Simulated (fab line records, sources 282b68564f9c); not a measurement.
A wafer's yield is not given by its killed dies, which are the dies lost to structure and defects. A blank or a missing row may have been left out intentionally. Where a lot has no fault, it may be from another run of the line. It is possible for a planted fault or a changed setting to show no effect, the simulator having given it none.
Comparing a struck lot with a sound one | flow rit-cmos | 44 out of 202 route steps
Sound: the wafers L149.1, L149.2, L149.6. Struck: wafers L161.1, L161.4, L161.6. The cause is named last.
Per side, at each step with rows, come the tool, then ch with its chambers, and then its first start. Under that, the readings that differ: sound wafers | struck wafers | difference of the means | sigmas: that difference in standard deviations of wafers without a fault.
alike: words and numbers the same on both sides, and readings whose means are apart by under 2 such deviations; not compared: readings that were withheld, readings missing a value for some wafer, numbers with overlapping values and no deviation given by the record, and bounds like >300 which may hide the same value.
Wherever a step has rows on one side only, a row that says differs or no value, or a row with sigmas, the two part there. Non-overlapping numbers with no deviation appear without sigmas and do not part them. A reading that every wafer of one side lacks parts them only if that side has two wafers or more.

first, 3 steps without rows for these wafers: RIT_REOX_CLEAN_01 (cleans in dHF, time 30 s); RIT_REOX_CLEAN_02 (cleans in SC2, time 600 s); RIT_REOX_OXIDATION_03 (target thk 25.2 nm, ox time 5580 s).
RIT_REOX_THK_MEAS_04:
  sound on film-metro-03, day 4 13:35; struck on film-metro-02, day 7 03:22
  alike: REOX_OXIDE_THK
then, 6 steps without rows for these wafers: RIT_NLDD_HMDS_00 (prime time 60 s); RIT_NLDD_COAT_01 (resist thk 1000 nm); RIT_NLDD_SOFTBAKE_02 (time 60 s); RIT_NLDD_EXPOSE_03 (exposes mask M7, target cd 40700 nm); RIT_NLDD_PEB_04; RIT_NLDD_DEVELOP_05 (develop time 50 s).
RIT_NLDD_OVL_MEAS_06:
  sound on overlay-01, day 4 14:29; struck on overlay-01, day 7 04:24
  alike: NLDD_OVL
then, 1 step without rows for these wafers: RIT_NLDD_HARDBAKE_07 (time 60 s).
RIT_NLDD_IMPLANT_08:
  sound on implanter-04 ch 0, day 4 14:40; struck on implanter-01 ch 0, day 7 04:35
  reading            | sound                     | struck                       | difference | sigmas
  dose-ions-cm2      | 5e+14 4.997e+14 4.995e+14 | 7.106e+14 7.11e+14 7.105e+14 | +2.110e+14 | +99 or more
  faraday-current-uA | 1591 1626 1586            | 2250 2259 2291               | +666       | +19
  alike: end-station-pressure-torr
RIT_NLDD_STRIP_09: strips in O2, time 180 s.
  sound on plasma-asher-02 ch 0,1, day 4 14:49; struck on plasma-asher-04 ch 0, day 7 04:44
  alike: drypump-motor-current-A
  not compared: rf-hours-counter-h
RIT_NLDD_TW_MEAS_10:
  sound on film-metro-01, day 4 15:00; struck on film-metro-03, day 7 04:55
  reading | sound          | struck         | difference | sigmas
  NLDD_TW | 2475 2495 2487 | 2725 2708 2733 | +236       | +11
then, 6 steps without rows for these wafers: RIT_PLDD_HMDS_00 (prime time 60 s); RIT_PLDD_COAT_01 (resist thk 1000 nm); RIT_PLDD_SOFTBAKE_02 (time 60 s); RIT_PLDD_EXPOSE_03 (exposes mask M8, target cd 40900 nm); RIT_PLDD_PEB_04; RIT_PLDD_DEVELOP_05 (develop time 50 s).
RIT_PLDD_OVL_MEAS_06:
  sound on overlay-01, day 4 16:02; struck on overlay-01, day 7 05:57
  alike: PLDD_OVL
then, 2 steps without rows for these wafers: RIT_PLDD_HARDBAKE_07 (time 60 s); RIT_PLDD_IMPLANT_08.
RIT_PLDD_STRIP_09: strips in O2, time 180 s.
  sound on plasma-asher-02 ch 0,1, day 4 16:22; struck on plasma-asher-04 ch 0,1, day 7 06:17
  alike: drypump-motor-current-A
  not compared: rf-hours-counter-h
RIT_PLDD_TW_MEAS_10:
  sound on film-metro-02, day 4 16:32; struck on film-metro-03, day 7 06:28
  alike: PLDD_TW
then, 4 steps without rows for these wafers: RIT_SPACER_CLEAN_00 (cleans in SC1, time 600 s); RIT_SPACER_CLEAN_01 (cleans in dHF, time 30 s); RIT_SPACER_CLEAN_02 (cleans in SC2, time 600 s); RIT_SPACER_CVD_03 (deposits Si3N4 from SiH2Cl2/NH3, target thk 250 nm, time 3300 s).
RIT_SPACER_THK_MEAS_04:
  sound on film-metro-04, day 4 18:53; struck on film-metro-01, day 7 08:50
  reading                 | sound             | struck            | difference | sigmas
  SPACER_NITRIDE_THK (nm) | 245.1 246.1 243.7 | 252.6 251.5 251.3 | +6.8       | +3
RIT_SPACER_ETCHBACK_05: etches Si3N4 in SF6/CHF3, stops on SiO2, target depth 250 nm, time 240 s.
  sound on rie-diel-03 ch 0,1,2, day 4 18:57; struck on rie-diel-02 ch 1,2, day 7 08:53
  alike: drypump-motor-current-A, oes-product-au, throttle-valve-pct
  not compared: rf-hours-counter-h
then, 6 steps without rows for these wafers: RIT_NSD_HMDS_00 (prime time 60 s); RIT_NSD_COAT_01 (resist thk 1000 nm); RIT_NSD_SOFTBAKE_02 (time 60 s); RIT_NSD_EXPOSE_03 (exposes mask M9, target cd 40700 nm); RIT_NSD_PEB_04; RIT_NSD_DEVELOP_05 (develop time 50 s).
RIT_NSD_OVL_MEAS_06:
  sound on overlay-01, day 4 19:57; struck on overlay-01, day 7 10:01
  alike: NSD_OVL
then, 2 steps without rows for these wafers: RIT_NSD_HARDBAKE_07 (time 60 s); RIT_NSD_IMPLANT_08.
RIT_NSD_STRIP_09: strips in O2, time 180 s.
  sound on plasma-asher-03 ch 0,1, day 4 20:17; struck on plasma-asher-04 ch 0,1, day 7 10:21
  alike: drypump-motor-current-A
  not compared: rf-hours-counter-h
RIT_SDANNEAL_RS_MEAS_07: measures by four-point-probe.
  sound on film-metro-02, day 4 22:49; struck on film-metro-03, day 7 12:50
  reading          | sound             | struck            | difference | sigmas
  NLDD_RS (ohm/sq) | 152.1 151.7 151.4 | 114.2 114.4 114.2 | -37.5      | -78
RIT_M1_PROBE_99:
  sound on prober-02, day 5 06:16; struck on prober-02, day 7 19:50
  reading                              | sound                | struck               | difference | sigmas
  model.etest.nmos_0p3.r-on-ohm-um     | 2166 2139 2131       | 1962 1984 1933       | -186       |
  model.etest.nmos_0p15.r-on-ohm-um    | 1160 1149 1150       | 950.1 972.9 959.9    | -192.0     |
  model.etest.nldd.rs-ohm-sq           | 399.3 400.4 386.3    | 265.8 264.8 268.6    | -128.9     |
  model.etest.nmos-turned.drive-ua-um  | 322.4 316.9 333.3    | 424.6 418.8 418.8    | +96.5      |
  model.etest.nmos_0p15.drive-ua-um    | 480.5 471.7 481.5    | 537.9 531.7 537.3    | +57.7      |
  model.etest.nldd.line-ohm-um         | 123.9 125.5 122.4    | 83.1 84.47 85.66     | -39.5      |
  model.etest.nmos_0p15.swing-mv-dec   | 85.93 85.32 85.52    | 86.34 86.79 85.95    | +0.77      |
  model.etest.nmos_0p15.off-log10-a-um | -9.842 -10.25 -9.964 | -9.089 -9.095 -9.068 | +0.935     |
  alike: killed-at-contacts, killed-at-front-end, killed-dies, killed-open, killed-short

## WHERE THEY PART
First at RIT_NLDD_IMPLANT_08; last, within this record, at RIT_SDANNEAL_RS_MEAS_07. Later steps at which nothing parts them and some readings are alike: RIT_M1_PROBE_99.

WHY: what the simulator had put in
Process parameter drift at RIT_NLDD_IMPLANT_08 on implanter-01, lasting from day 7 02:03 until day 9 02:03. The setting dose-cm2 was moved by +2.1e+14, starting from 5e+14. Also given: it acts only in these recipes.
